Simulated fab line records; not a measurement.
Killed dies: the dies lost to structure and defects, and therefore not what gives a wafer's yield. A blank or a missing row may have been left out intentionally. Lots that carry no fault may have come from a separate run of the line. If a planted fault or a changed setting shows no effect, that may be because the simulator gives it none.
What tool caused it? || flow rit cmos || 14 lots with 42 wafers sampled at 4 steps, on a route of 202 steps

WHAT THE GAUGES READ, wafer by wafer
RIT_NWELL_OVL_MEAS_06. Usual: for NWELL_OVL the level is 0.5 nm and the standard deviation is 1.2.
{"lot": "L131", "measured": "day 2 18:08", "on": "overlay-01", "NWELL_OVL (nm)": "-1.3 1.6 0.7", "flag": ""}
{"lot": "L132", "measured": "day 2 23:28", "on": "overlay-01", "NWELL_OVL (nm)": "2.2 -0.1 0.1", "flag": ""}
{"lot": "L133", "measured": "day 3 04:37", "on": "overlay-01", "NWELL_OVL (nm)": "0.8 0.3 0.0", "flag": ""}
{"lot": "L136", "measured": "day 3 19:32", "on": "overlay-01", "NWELL_OVL (nm)": "-0.5 0.9 2.9", "flag": ""}
{"lot": "L137", "measured": "day 4 02:00", "on": "overlay-01", "NWELL_OVL (nm)": "0.4 0.4 2.2", "flag": ""}
{"lot": "L138", "measured": "day 4 07:05", "on": "overlay-01", "NWELL_OVL (nm)": "3.6 1.4 1.7", "flag": ""}
{"lot": "L139", "measured": "day 4 11:34", "on": "overlay-01", "NWELL_OVL (nm)": "2.4 2.1 1.9", "flag": ""}
{"lot": "L143", "measured": "day 5 07:03", "on": "overlay-01", "NWELL_OVL (nm)": "1.7 1.5 2.0", "flag": ""}
{"lot": "L144", "measured": "day 5 10:45", "on": "overlay-01", "NWELL_OVL (nm)": "-0.4 0.9 0.9", "flag": ""}
{"lot": "L146", "measured": "day 5 21:01", "on": "overlay-01", "NWELL_OVL (nm)": "0.1 -0.5 0.0", "flag": ""}
{"lot": "L147", "measured": "day 6 01:05", "on": "overlay-02", "NWELL_OVL (nm)": "-1.4 0.4 0.1", "flag": ""}
{"lot": "L148", "measured": "day 6 07:23", "on": "overlay-02", "NWELL_OVL (nm)": "-0.8 0.2 0.3", "flag": ""}
{"lot": "L149", "measured": "day 6 12:34", "on": "overlay-01", "NWELL_OVL (nm)": "-0.9 -1.0 -1.1", "flag": ""}
{"lot": "L150", "measured": "day 6 16:36", "on": "overlay-02", "NWELL_OVL (nm)": "-0.7 -1.5 0.2", "flag": ""}

RIT_NSD_OVL_MEAS_06. Usual: for NSD_OVL the level is 0.2 nm and the standard deviation is 1.3.
{"lot": "L131", "measured": "day 4 01:26", "on": "overlay-01", "NSD_OVL (nm)": "-2.1 -2.1 1.0", "flag": ""}
{"lot": "L132", "measured": "day 4 06:05", "on": "overlay-01", "NSD_OVL (nm)": "-1.3 1.3 0.5", "flag": ""}
{"lot": "L133", "measured": "day 4 12:27", "on": "overlay-01", "NSD_OVL (nm)": "1.9 0.4 -2.1", "flag": ""}
{"lot": "L136", "measured": "day 5 02:34", "on": "overlay-01", "NSD_OVL (nm)": "1.2 1.5 1.3", "flag": ""}
{"lot": "L137", "measured": "day 5 08:46", "on": "overlay-02", "NSD_OVL (nm)": "1.2 -0.9 -1.8", "flag": ""}
{"lot": "L138", "measured": "day 5 11:52", "on": "overlay-02", "NSD_OVL (nm)": "-2.9 -0.5 -1.4", "flag": ""}
{"lot": "L139", "measured": "day 5 16:41", "on": "overlay-02", "NSD_OVL (nm)": "1.1 1.4 1.1", "flag": ""}
{"lot": "L143", "measured": "day 6 11:43", "on": "overlay-01", "NSD_OVL (nm)": "0.2 -0.3 0.0", "flag": ""}
{"lot": "L144", "measured": "day 6 14:37", "on": "overlay-02", "NSD_OVL (nm)": "-0.2 0.5 -1.0", "flag": ""}
{"lot": "L146", "measured": "day 7 01:03", "on": "overlay-01", "NSD_OVL (nm)": "-0.9 0.5 0.4", "flag": ""}
{"lot": "L147", "measured": "day 7 04:46", "on": "overlay-02", "NSD_OVL (nm)": "-0.1 -0.7 2.1", "flag": ""}
{"lot": "L148", "measured": "day 7 12:04", "on": "overlay-01", "NSD_OVL (nm)": "-0.2 -0.4 -1.6", "flag": ""}
{"lot": "L149", "measured": "day 7 16:03", "on": "overlay-02", "NSD_OVL (nm)": "0.1 0.5 1.7", "flag": ""}
{"lot": "L150", "measured": "day 7 23:08", "on": "overlay-01", "NSD_OVL (nm)": "0.7 0.9 0.8", "flag": ""}

RIT_M1_BOW_MEAS_16. Usual: for M1_BOW the level is 17 um and the standard deviation is 7.1.
{"lot": "L131", "measured": "day 4 11:05", "on": "film metro-03", "M1_BOW (um)": "8 18 15", "flag": ""}
{"lot": "L132", "measured": "day 4 15:55", "on": "film metro-03", "M1_BOW (um)": "7 19 14", "flag": ""}
{"lot": "L133", "measured": "day 4 22:17", "on": "film metro-02", "M1_BOW (um)": "25 28 -1", "flag": ""}
{"lot": "L136", "measured": "day 5 12:43", "on": "film metro-01", "M1_BOW (um)": "11 6 12", "flag": ""}
{"lot": "L137", "measured": "day 5 18:43", "on": "film metro-03", "M1_BOW (um)": "31 16 29", "flag": ""}
{"lot": "L138", "measured": "day 5 21:35", "on": "film metro-02", "M1_BOW (um)": "23 17 13", "flag": ""}
{"lot": "L139", "measured": "day 6 02:40", "on": "film metro-01", "M1_BOW (um)": "18 23 26", "flag": ""}
{"lot": "L143", "measured": "day 6 21:56", "on": "film metro-03", "M1_BOW (um)": "21 15 5", "flag": ""}
{"lot": "L144", "measured": "day 7 00:28", "on": "film metro-03", "M1_BOW (um)": "15 15 25", "flag": ""}
{"lot": "L146", "measured": "day 7 10:50", "on": "film metro-01", "M1_BOW (um)": "11 22 25", "flag": ""}
{"lot": "L147", "measured": "day 7 14:32", "on": "film metro-01", "M1_BOW (um)": "15 15 16", "flag": ""}
{"lot": "L148", "measured": "day 7 21:42", "on": "film metro-03", "M1_BOW (um)": "3 22 9", "flag": ""}
{"lot": "L149", "measured": "day 8 01:57", "on": "film metro-03", "M1_BOW (um)": "12 14 33", "flag": ""}
{"lot": "L150", "measured": "day 8 09:11", "on": "film metro-03", "M1_BOW (um)": "7 8 14", "flag": ""}

EACH LOT AND THE TOOL THAT RAN IT (in order: tool; ch and the chambers of the sampled wafers; start)
{"lot": "L131", "RIT_PWELL_EXPOSE_03": "iline stepper-01 ch 0, day 2 19:23"}
{"lot": "L132", "RIT_PWELL_EXPOSE_03": "iline stepper-01 ch 0, day 3 00:59"}
{"lot": "L133", "RIT_PWELL_EXPOSE_03": "iline stepper-02 ch 0, day 3 05:58"}
{"lot": "L136", "RIT_PWELL_EXPOSE_03": "iline stepper-01 ch 0, day 3 20:48"}
{"lot": "L137", "RIT_PWELL_EXPOSE_03": "iline stepper-01 ch 0, day 4 03:08"}
{"lot": "L138", "RIT_PWELL_EXPOSE_03": "iline stepper-01, day 4 08:16"}
{"lot": "L139", "RIT_PWELL_EXPOSE_03": "iline stepper-02, day 4 12:50"}
{"lot": "L143", "RIT_PWELL_EXPOSE_03": "iline stepper-01 ch 0, day 5 08:12"}
{"lot": "L144", "RIT_PWELL_EXPOSE_03": "iline stepper-02 ch 0, day 5 12:01"}
{"lot": "L146", "RIT_PWELL_EXPOSE_03": "iline stepper-02 ch 0, day 5 22:09"}
{"lot": "L147", "RIT_PWELL_EXPOSE_03": "iline stepper-02 ch 0, day 6 02:13"}
{"lot": "L148", "RIT_PWELL_EXPOSE_03": "iline stepper-01 ch 0, day 6 08:38"}
{"lot": "L149", "RIT_PWELL_EXPOSE_03": "iline stepper-01 ch 0, day 6 13:45"}
{"lot": "L150", "RIT_PWELL_EXPOSE_03": "iline stepper-01 ch 0, day 6 17:44"}
- RIT_PWELL_EXPOSE_03: exposes mask M3, target cd 43700 nm.

AS READ BY THE TOOLS THEMSELVES (means over the sampled wafers that have a number; for cases with no such wafer, the mark the record gives instead)
RIT_PWELL_EXPOSE_03. Usual: exposure dose mJ cm2 250.02, standard deviation 0.26; focus offset nm 0.0 nm, standard deviation 0.58.
{"lot": "L131", "tool": "iline stepper-01", "exposure dose mJ cm2": 249.91, "focus offset nm (nm)": 0.4, "flag": ""}
{"lot": "L132", "tool": "iline stepper-01", "exposure dose mJ cm2": 250.36, "focus offset nm (nm)": -0.3, "flag": ""}
{"lot": "L133", "tool": "iline stepper-02", "exposure dose mJ cm2": 250.10, "focus offset nm (nm)": 0.7, "flag": ""}
{"lot": "L136", "tool": "iline stepper-01", "exposure dose mJ cm2": 250.06, "focus offset nm (nm)": -0.6, "flag": ""}
{"lot": "L137", "tool": "iline stepper-01", "exposure dose mJ cm2": 249.55, "focus offset nm (nm)": -0.2, "flag": ""}
{"lot": "L138", "tool": "iline stepper-01", "exposure dose mJ cm2": "-", "focus offset nm (nm)": "-", "flag": "OFF"}
{"lot": "L139", "tool": "iline stepper-02", "exposure dose mJ cm2": "-", "focus offset nm (nm)": "-", "flag": "OFF"}
{"lot": "L143", "tool": "iline stepper-01", "exposure dose mJ cm2": 250.01, "focus offset nm (nm)": 0.6, "flag": ""}
{"lot": "L144", "tool": "iline stepper-02", "exposure dose mJ cm2": 249.92, "focus offset nm (nm)": -0.3, "flag": ""}
{"lot": "L146", "tool": "iline stepper-02", "exposure dose mJ cm2": 250.16, "focus offset nm (nm)": 0.3, "flag": ""}
{"lot": "L147", "tool": "iline stepper-02", "exposure dose mJ cm2": 250.10, "focus offset nm (nm)": 0.3, "flag": ""}
{"lot": "L148", "tool": "iline stepper-01", "exposure dose mJ cm2": 249.91, "focus offset nm (nm)": -0.0, "flag": ""}
{"lot": "L149", "tool": "iline stepper-01", "exposure dose mJ cm2": 250.40, "focus offset nm (nm)": -0.3, "flag": ""}
{"lot": "L150", "tool": "iline stepper-01", "exposure dose mJ cm2": 250.17, "focus offset nm (nm)": -0.1, "flag": ""}

THE ANSWER, worked out from the rows above alone
Rule: lot off if the mean of its wafers having a number is beyond 3 standard deviations from the usual mean. A lot without any number at a reading at which 4 lots or more have one is off too. Any other lot the step has rows for is counted as sound. The gauges are gone through in route order, then the tools' own readings, and for those a lot's mean is taken as printed above. The first step at which some lot is off is used, and at that step the reading that is off furthest; a lot without a number counts as furthest.
Off: L138, L139 (RIT_PWELL_EXPOSE_03, exposure dose mJ cm2). Without a number there: L138, L139.
A tool fits if, at that step or a process step before it, it ran every lot that is off, and no sound lot after the first of them. No candidate that was tried fits.

WHAT WAS PUT IN BY THE SIMULATOR
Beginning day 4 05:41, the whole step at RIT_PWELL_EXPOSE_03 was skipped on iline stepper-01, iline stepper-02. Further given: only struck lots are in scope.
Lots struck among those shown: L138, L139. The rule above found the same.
